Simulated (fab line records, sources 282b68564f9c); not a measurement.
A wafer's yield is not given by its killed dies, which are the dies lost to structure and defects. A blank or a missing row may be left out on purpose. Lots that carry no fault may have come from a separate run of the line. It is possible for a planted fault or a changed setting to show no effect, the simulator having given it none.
Struck lot and sound lot, side by side | flow rit-cmos | 43 out of 202 route steps
Sound: the wafers L260.3, L260.4, L260.6. Struck: wafers L273.2, L273.3, L273.4. The cause is given at the end.
At each step with rows: each side's tool, then ch and its chambers, then its first start. Under that, the readings that differ: sound wafers | struck wafers | difference of the means | sigmas: that difference in standard deviations of wafers without a fault.
alike: readings whose means differ by less than 2 such deviations, and words and numbers that are the same on both sides. not compared: withheld readings, readings that some wafer has no value for, bounds like >300 that may hide the same value, and numbers for which the record gives no deviation and whose values overlap.
The two part at a step that has a row with sigmas, a row that says differs or no value, or rows on one side only. Numbers that have no deviation but don't overlap get no sigmas and don't part them. A reading missing from all wafers of one side parts the sides only when that side holds two or more wafers.

first, 4 steps without rows for these wafers: RIT_GATE_SOFTBAKE_12 (time 60 s); RIT_GATE_EXPOSE_13 (exposes mask M6, target cd 150 nm); RIT_GATE_PEB_14; RIT_GATE_DEVELOP_15 (develop time 50 s).
RIT_GATE_CD_MEAS_16: target cd 150 nm.
  sound on cd-sem-01 at day 4 04:06; struck on cd-sem-02 at day 6 22:14
  alike: cd-nm
RIT_GATE_OVL_MEAS_17:
  sound on overlay-02 at day 4 04:11; struck on overlay-02 at day 6 22:20
  alike: GATE_OVL
then, 1 step without rows for these wafers: RIT_GATE_HARDBAKE_18 (time 60 s).
RIT_GATE_ETCH_19: etches poly-Si in SF6/CHF3/O2, stops on SiO2, time 165 s, target depth 312.5 nm.
  sound on rie-si-01 ch 2,3, day 4 04:22; struck on rie-si-02 ch 1,2,3, day 6 22:31
  alike: drypump-motor-current-A, oes-product-au, throttle-valve-pct
  not compared: rf-hours-counter-h
RIT_GATE_STRIP_20: strips in O2, time 180 s.
  sound on plasma-asher-01 ch 0,1, day 4 04:32; struck on plasma-asher-04 ch 0,1, day 6 22:38
  alike: drypump-motor-current-A
  not compared: rf-hours-counter-h
RIT_GATE_CD_MEAS_90: target cd 150 nm.
  sound on cd-sem-02 at day 4 04:41; struck on cd-sem-02 at day 6 22:49
  alike: cd-nm
then, 2 steps without rows for these wafers: RIT_REOX_CLEAN_00 (cleans in SC1, time 600 s); RIT_REOX_CLEAN_01 (cleans in dHF, time 30 s).
RIT_REOX_CLEAN_02: cleans in SC2, time 600 s.
  sound on wet-bench-04 ch 1, day 4 04:58; struck on wet-bench-04 ch 0, day 6 23:08
  alike: bath-heat-duty-pct
then, 1 step without rows for these wafers: RIT_REOX_OXIDATION_03 (target thk 25.2 nm, ox time 5580 s).
RIT_REOX_THK_MEAS_04:
  sound on film-metro-01 at day 4 08:20; struck on film-metro-02 at day 7 01:53
  alike: REOX_OXIDE_THK
then, 6 steps without rows for these wafers: RIT_NLDD_HMDS_00 (prime time 60 s); RIT_NLDD_COAT_01 (resist thk 1000 nm); RIT_NLDD_SOFTBAKE_02 (time 60 s); RIT_NLDD_EXPOSE_03 (exposes mask M7, target cd 40700 nm); RIT_NLDD_PEB_04; RIT_NLDD_DEVELOP_05 (develop time 50 s).
RIT_NLDD_OVL_MEAS_06:
  sound on overlay-01 at day 4 09:14; struck on overlay-01 at day 7 02:56
  alike: NLDD_OVL
then, 2 steps without rows for these wafers: RIT_NLDD_HARDBAKE_07 (time 60 s); RIT_NLDD_IMPLANT_08.
RIT_NLDD_STRIP_09: strips in O2, time 180 s.
  sound on plasma-asher-03 ch 0,1, day 4 09:37; struck on plasma-asher-02 ch 0,1, day 7 03:25
  alike: drypump-motor-current-A
  not compared: rf-hours-counter-h
RIT_NLDD_TW_MEAS_10:
  sound on film-metro-03 at day 4 09:45; struck on film-metro-03 at day 7 03:36
  alike: NLDD_TW
then, 6 steps without rows for these wafers: RIT_PLDD_HMDS_00 (prime time 60 s); RIT_PLDD_COAT_01 (resist thk 982.6 nm); RIT_PLDD_SOFTBAKE_02 (time 60 s); RIT_PLDD_EXPOSE_03 (exposes mask M8, target cd 40900 nm); RIT_PLDD_PEB_04; RIT_PLDD_DEVELOP_05 (develop time 50 s).
RIT_PLDD_OVL_MEAS_06:
  sound on overlay-01 at day 4 10:58; struck on overlay-01 at day 7 04:30
  alike: PLDD_OVL
then, 2 steps without rows for these wafers: RIT_PLDD_HARDBAKE_07 (time 60 s); RIT_PLDD_IMPLANT_08.
RIT_PLDD_STRIP_09: strips in O2, time 180 s.
  sound on plasma-asher-02 ch 0,1, day 4 11:20; struck on plasma-asher-01 ch 0,1, day 7 04:50
  alike: drypump-motor-current-A
  not compared: rf-hours-counter-h
RIT_PLDD_TW_MEAS_10:
  sound on film-metro-02 at day 4 11:29; struck on film-metro-02 at day 7 05:01
  alike: PLDD_TW
then, 4 steps without rows for these wafers: RIT_SPACER_CLEAN_00 (cleans in SC1, time 600 s); RIT_SPACER_CLEAN_01 (cleans in dHF, time 30 s); RIT_SPACER_CLEAN_02 (cleans in SC2, time 600 s); RIT_SPACER_CVD_03 (deposits Si3N4 from SiH2Cl2/NH3, target thk 250 nm, time 3300 s).
RIT_SPACER_THK_MEAS_04:
  sound on film-metro-04 at day 4 14:44; struck on film-metro-01 at day 7 07:22
  alike: SPACER_NITRIDE_THK
RIT_M1_PROBE_99:
  sound on prober-02 at day 5 02:12; struck on prober-01 at day 7 18:50
  reading             | sound | struck   | difference | sigmas
  killed-at-front-end | 2 3   | 37 35 40 | +35        | +11
  killed-dies         | 2 3   | 37 35 40 | +35        | +11
  killed-on-rim       | 1 1   | 10 12 11 | +10        | +7
  alike: killed-open, killed-short

== WHERE THEY PART ==
RIT_M1_PROBE_99 only, going by this record.

WHY: whatever the simulator had introduced
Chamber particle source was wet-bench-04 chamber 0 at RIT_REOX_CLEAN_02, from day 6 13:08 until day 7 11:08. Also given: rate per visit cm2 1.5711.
